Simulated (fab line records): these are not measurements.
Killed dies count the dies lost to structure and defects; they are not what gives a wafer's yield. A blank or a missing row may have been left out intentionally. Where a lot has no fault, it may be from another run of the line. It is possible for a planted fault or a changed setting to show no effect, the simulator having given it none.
fab line records + flow berkeleyCmos170
record
- lots=14
- wafers=42
- lastDay=13
route steps=331 shown NVT@111
lots untouched by any fault: they come from a run of this same line in which no faults occurred
startH: hours from the record's first day to the start of the lot's first wafer shown + waitH: hours elapsed since this lot's preceding step + " the same as in the row above + L1.1+2: one row covering several wafers at once + - no value, or no start was given + * or withheld: withheld + < > ~ a bound
route shown NAME@n: NAME is a module with steps in the file, n the number in the route of the first one + usual: mean/standard deviation taken from wafers without a fault + same: alike in all rows + chamber/n: place in a boat + sites: readings site by site + _std_site: standard deviation of those values + _edge_site: outer sites' mean less inner sites' + radiusMm: how far each site lies from the wafer's centre + mask NAME#n: copy n + behind: the tool/chamber that last shaped the wafer + hold: the reason the lot was held/the length of the hold in hours/how it ended + device: transistor that didn't switch, given as n, p or np + end of line: at the end of the route, the tests of the same wafers + for a step that has no rows: nothing shown but its recipe + killed: count of dies lost to structure and defects at first sort (not the wafer's yield) + map: a wafer's dies, x killed, . not, _ none there
set.NAME: setting as actually run; set.NAME@STEP: the setting as run at that earlier step + model.NAME: the simulator's own value behind a step, which no gauge read
a sample of lots followed through the steps of the route, with each step as a table and each wafer as a row
services: the hour from which a tool's chamber was out of use, counted from the record's first day as startH (under 0 if before that day), plus the number of hours and why
## steps
# step UCB170_NVT_IMPLANT_07
# recipe
- species=BF2
- doseCm2=3e+12
- energyKev=49.15
- tiltDeg=7
# usual
- doseIonsCm2=3.0009e+12/3e+09
- faradayCurrentUA=9.52/0.18
| lot.wafer | tool         | chamber | startH | waitH | doseIonsCm2 | faradayCurrentUA |
|-----------|--------------|---------|--------|-------|-------------|------------------|
| L894.1    | implanter-02 | 0       | 131.70 | 0.0   | 3.0033e+12  | 9.64             |
| L894.3    | "            | 0       | "      | "     | 3.004e+12   | 9.29             |
| L894.5    | "            | 0       | "      | "     | 3.003e+12   | 9.39             |
| L896.1    | implanter-03 | 0       | 143.75 | 0.0   | 3.0027e+12  | 9.53             |
| L896.3    | "            | 0       | "      | "     | 3.002e+12   | 9.44             |
| L896.5    | "            | 0       | "      | "     | 3.0023e+12  | 9.78             |
| L895.3    | implanter-01 | 0       | 144.07 | 0.1   | 2.9973e+12  | 9.45             |
| L895.4    | "            | 0       | "      | "     | 3.0014e+12  | 9.59             |
| L895.6    | "            | 0       | "      | "     | 3.0007e+12  | 9.43             |
| L897.2    | implanter-01 | 0       | 153.74 | 0.0   | 3.0029e+12  | 9.47             |
| L897.5    | "            | 0       | "      | "     | 3.0038e+12  | 9.56             |
| L897.6    | "            | 0       | "      | "     | 3.0016e+12  | 9.67             |
| L900.1    | implanter-02 | 0       | 160.71 | 0.0   | 3.0044e+12  | 9.09             |
| L900.4    | "            | 0       | "      | "     | 3.0027e+12  | 9.79             |
| L900.6    | "            | 0       | "      | "     | 3.0011e+12  | 9.70             |
| L902.3    | implanter-02 | 0       | 181.51 | 0.1   | 3.003e+12   | 9.44             |
| L902.5    | "            | 0       | "      | "     | 2.9977e+12  | 9.46             |
| L902.6    | "            | 0       | "      | "     | 2.9991e+12  | 9.60             |
| L905.3    | implanter-02 | 0       | 199.49 | 0.1   | 4.2613e+12  | 13.22            |
| L905.4    | "            | 0       | "      | "     | 4.2619e+12  | 13.38            |
| L905.6    | "            | 0       | "      | "     | 4.2584e+12  | 13.52            |
| L906.1    | implanter-02 | 0       | 199.92 | 0.0   | 4.2642e+12  | 13.75            |
| L906.3    | "            | 0       | "      | "     | 4.2575e+12  | 13.32            |
| L906.5    | "            | 0       | "      | "     | 4.2621e+12  | 13.70            |
| L910.1    | implanter-03 | 0       | 234.75 | 0.0   | 2.9957e+12  | 9.62             |
| L910.3    | "            | 0       | "      | "     | 2.9981e+12  | 9.67             |
| L910.4    | "            | 0       | "      | "     | 2.9996e+12  | 9.40             |
| L912.1    | implanter-01 | 0       | 235.11 | 0.0   | 3.0007e+12  | 9.59             |
| L912.2    | "            | 0       | "      | "     | 2.999e+12   | 9.61             |
| L912.3    | "            | 0       | "      | "     | 3.001e+12   | 9.76             |
| L911.1    | implanter-03 | 0       | 235.38 | 0.0   | 3.0027e+12  | 9.33             |
| L911.3    | "            | 0       | "      | "     | 2.9999e+12  | 9.23             |
| L911.5    | "            | 0       | "      | "     | 3.0047e+12  | 9.39             |
| L913.1    | implanter-01 | 0       | 241.53 | 0.0   | 2.9977e+12  | 9.82             |
| L913.4    | "            | 0       | "      | "     | 3.0015e+12  | 9.64             |
| L913.5    | "            | 0       | "      | "     | 2.9951e+12  | 9.58             |
| L914.1    | implanter-03 | 0       | 241.64 | 0.0   | 3.001e+12   | 9.55             |
| L914.2    | "            | 0       | "      | "     | 3.0007e+12  | 9.68             |
| L914.5    | "            | 0       | "      | "     | 3.0042e+12  | 9.50             |
| L915.2    | implanter-03 | 0       | 254.49 | 0.0   | 3.0009e+12  | 9.31             |
| L915.4    | "            | 0       | "      | "     | 2.9967e+12  | 9.56             |
| L915.6    | "            | 0       | "      | "     | 3.0006e+12  | 9.34             |
# step UCB170_NVT_TW_MEAS_09
# usual
- NVT_TW=522/6.6
| lot.wafer | tool         | chamber | startH | waitH | NVT_TW |
|-----------|--------------|---------|--------|-------|--------|
| L894.1    | filmMetro-04 | -       | 131.95 | 0.1   | 530    |
| L894.3    | "            | -       | "      | "     | 528    |
| L894.5    | "            | -       | "      | "     | 532    |
| L896.1    | filmMetro-04 | -       | 144.00 | 0.1   | 527    |
| L896.3    | "            | -       | "      | "     | 527    |
| L896.5    | "            | -       | "      | "     | 528    |
| L895.3    | filmMetro-02 | -       | 144.29 | 0.1   | 518    |
| L895.4    | "            | -       | "      | "     | 517    |
| L895.6    | "            | -       | "      | "     | 518    |
| L897.2    | filmMetro-04 | -       | 153.98 | 0.1   | 526    |
| L897.5    | "            | -       | "      | "     | 526    |
| L897.6    | "            | -       | "      | "     | 527    |
| L900.1    | filmMetro-02 | -       | 160.96 | 0.1   | 518    |
| L900.4    | "            | -       | "      | "     | 518    |
| L900.6    | "            | -       | "      | "     | 520    |
| L902.3    | filmMetro-02 | -       | 181.73 | 0.1   | 516    |
| L902.5    | "            | -       | "      | "     | 518    |
| L902.6    | "            | -       | "      | "     | 516    |
| L905.3    | filmMetro-03 | -       | 199.71 | 0.1   | 575    |
| L905.4    | "            | -       | "      | "     | 571    |
| L905.6    | "            | -       | "      | "     | 569    |
| L906.1    | filmMetro-02 | -       | 200.17 | 0.1   | 577    |
| L906.3    | "            | -       | "      | "     | 580    |
| L906.5    | "            | -       | "      | "     | 577    |
| L910.1    | filmMetro-03 | -       | 235.00 | 0.1   | 510    |
| L910.3    | "            | -       | "      | "     | 510    |
| L910.4    | "            | -       | "      | "     | 511    |
| L912.1    | filmMetro-04 | -       | 235.36 | 0.1   | 533    |
| L912.2    | "            | -       | "      | "     | 529    |
| L912.3    | "            | -       | "      | "     | 529    |
| L911.1    | filmMetro-04 | -       | 235.63 | 0.1   | 527    |
| L911.3    | "            | -       | "      | "     | 528    |
| L911.5    | "            | -       | "      | "     | 527    |
| L913.1    | filmMetro-04 | -       | 241.78 | 0.1   | 526    |
| L913.4    | "            | -       | "      | "     | 529    |
| L913.5    | "            | -       | "      | "     | 524    |
| L914.1    | filmMetro-04 | -       | 241.89 | 0.1   | 529    |
| L914.2    | "            | -       | "      | "     | 531    |
| L914.5    | "            | -       | "      | "     | 527    |
| L915.2    | filmMetro-02 | -       | 254.72 | 0.1   | 520    |
| L915.4    | "            | -       | "      | "     | 519    |
| L915.6    | "            | -       | "      | "     | 517    |
## services
| tool         | chamber | startH | hours | kind   |
|--------------|---------|--------|-------|--------|
| implanter-01 | -       | 130.59 | 4.4   | pm     |
| implanter-01 | -       | 137.66 | 1.0   | repair |
| implanter-02 | -       | 203.10 | 0.6   | repair |
| implanter-01 | -       | 207.78 | 9.2   | repair |
| implanter-01 | -       | 218.28 | 3.5   | repair |
| implanter-01 | -       | 254.11 | 3.2   | repair |
## key
firstSign
- step=UCB170_NVT_IMPLANT_07
- reading=doseIonsCm2
- direction=up
- sigmas=99+
- usual=3.0009e+12
- struck=4.2609e+12
effect
- step=UCB170_NVT_IMPLANT_07
- reading=faradayCurrentUA
- direction=up
- sigmas=22
- usual=9.52
- struck=13.48
effect
- step=UCB170_NVT_TW_MEAS_09
- reading=NVT_TW
- direction=up
- sigmas=8
- usual=522
- struck=575
metAt UCB170_NVT_IMPLANT_07
struckLots L905,L906
testerLeftOut L905,L906
onsetBetween 181.51 199.49
fault
- kind=processParameterDrift
- tool=implanter-02
- chamber=-
- onsetH=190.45
- steps=UCB170_NVT_IMPLANT_07
- channel=doseCm2
- offset=1.26e+12
- shape=step
- endH=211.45
- actsIn=theseRecipesOnly
- stated=3e+12
# testerLeftOut: of these lots the tester's yield and bins aren't shown, on N5 and GAA mostly nor the transistor test; their killed dies are dies lost to structure and defects alone, not to doping, threshold or leakage, so they don't give the yield
